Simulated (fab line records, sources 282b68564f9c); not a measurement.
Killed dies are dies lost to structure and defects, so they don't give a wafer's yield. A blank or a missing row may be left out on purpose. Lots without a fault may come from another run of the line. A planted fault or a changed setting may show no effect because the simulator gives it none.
fab line records | flow rit_cmos
record lots=15 wafers=45 last_day=7
route steps=202 shown PSD@145
lots that met no fault: from a run of the same line without faults
start_h: hours from the record's first day to the start of the lot's first wafer shown | wait_h: hours since the lot's step before | " the same as in the row above | L1.1+2: a row that stands for several wafers | - no value, or no start given | * or withheld: withheld | < > ~ a bound
route shown NAME@n: a module of which the file shows steps, and the number in the route of the first | usual: mean/standard deviation of fault-free wafers | same: alike in all rows | chamber/n: place in a boat | sites: the reading at each site | _std_site: their standard deviation | _edge_site: outer sites' mean less inner sites' | radius_mm: how far each site lies from the wafer's centre | mask NAME#n: copy n | behind: the tool/chamber that last shaped the wafer | hold: why the lot was held/for how many hours/how that ended | device: the transistor (n, p or np) that didn't switch | end of line: the same wafers' tests at the end of the route | a step without rows: its recipe alone | killed: dies lost to structure and defects at the first sort, not the wafer's yield | map: a wafer's dies, x killed, . not, _ none there
set.NAME: the setting as run; set.NAME@STEP: as run at that earlier step | model.NAME: the simulator's own value behind a step, which no gauge read
steps of the route over a sample of lots; a table a step, a row a wafer
services: from which hour (start_h, from the record's first day; less than 0 if before it) a tool's chamber was out of use, for how many hours, and why
## steps
# step RIT_PSD_EXPOSE_03
# recipe mask_id=M10 na=0.57 target_cd_nm=40900 dose_mj=250
# usual exposure_dose_mJ_cm2=249.99/0.26 focus_offset_nm=0.0/0.51
# columns lot.wafer tool chamber start_h wait_h mask exposure_dose_mJ_cm2 focus_offset_nm
L290.2 iline_stepper-01 0 49.00 0.1 M10#0 249.68 -1.1
L290.3 " 0 " " M10#0 249.93 0.9
L290.4 " 0 " " M10#0 249.58 -0.1
L292.1 iline_stepper-02 0 59.40 0.2 M10#0 250.45 0.2
L292.2 " 0 " " M10#0 250.12 0.6
L292.5 " 0 " " M10#0 249.91 -0.2
L293.1 iline_stepper-01 0 63.18 0.2 M10#0 250.17 0.2
L293.3 " 0 " " M10#0 250.25 -0.7
L293.4 " 0 " " M10#0 250.06 -0.1
L294.2 iline_stepper-02 0 69.17 0.2 M10#0 249.94 0.2
L294.4 " 0 " " M10#0 249.84 0.7
L294.5 " 0 " " M10#0 249.95 -0.6
L295.2 iline_stepper-01 0 76.52 0.2 M10#0 250.36 -0.1
L295.5 " 0 " " M10#0 250.09 -0.2
L295.6 " 0 " " M10#0 249.90 -0.5
L296.1 iline_stepper-01 0 78.39 0.1 M10#0 249.92 0.8
L296.3 " 0 " " M10#0 250.25 0.5
L296.4 " 0 " " M10#0 250.01 0.7
L297.1 iline_stepper-01 0 83.41 0.1 M10#0 249.84 -0.5
L297.2 " 0 " " M10#0 249.66 -0.9
L297.5 " 0 " " M10#0 250.00 -0.8
L298.1 iline_stepper-02 0 89.16 0.4 M10#0 249.85 -0.8
L298.2 " 0 " " M10#0 250.08 0.2
L298.5 " 0 " " M10#0 249.74 -0.3
L299.1 iline_stepper-02 0 98.90 0.1 M10#0 249.64 -0.5
L299.4 " 0 " " M10#0 249.70 -0.5
L299.6 " 0 " " M10#0 249.72 -0.3
L303.4 iline_stepper-01 - 115.44 0.2 M10#0 - -
L303.5 " - " " M10#0 - -
L303.6 " - " " M10#0 - -
L304.1 iline_stepper-01 - 124.92 0.1 M10#0 - -
L304.2 " - " " M10#0 - -
L304.4 " - " " M10#0 - -
L305.2 iline_stepper-02 - 127.48 0.2 M10#0 - -
L305.3 " - " " M10#0 - -
L305.6 " - " " M10#0 - -
L307.1 iline_stepper-01 0 135.09 0.1 M10#0 249.95 -0.4
L307.2 " 0 " " M10#0 249.99 -0.4
L307.6 " 0 " " M10#0 249.90 0.1
L308.2 iline_stepper-01 0 143.88 0.1 M10#0 249.97 -0.8
L308.3 " 0 " " M10#0 249.82 -0.8
L308.5 " 0 " " M10#0 250.25 0.4
L310.4 iline_stepper-01 0 148.30 0.1 M10#0 250.04 -0.1
L310.5 " 0 " " M10#0 250.35 0.1
L310.6 " 0 " " M10#0 250.16 0.8
## services
# columns tool chamber start_h hours kind
iline_stepper-01 - 130.32 1.7 pm
iline_stepper-02 - 139.24 1.7 pm
## key
first_sign step=RIT_PSD_EXPOSE_03 reading=tool_record direction=missing
effect none on later readings
met_at RIT_PSD_EXPOSE_03
struck_lots L303,L304,L305
sort_left_out L303.4,L303.5,L303.6,L304.1,L304.2,L304.4,L305.2,L305.3,L305.6
tester_left_out L303,L304,L305
onset_between 98.90 115.44
fault kind=skipped_step_whole tool=iline_stepper-01,iline_stepper-02 chamber=- onset_h=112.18 steps=RIT_PSD_EXPOSE_03 scope=struck_lots_only
# tester_left_out: of these lots the tester's yield and bins aren't shown, on N5 and GAA mostly nor the transistor test; their killed dies are dies lost to structure and defects alone, not to doping, threshold or leakage, so they don't give the yield
# sort_left_out: the simulated sort isn't trusted on such a fault, so these wafers' sort isn't shown, and their yield isn't known
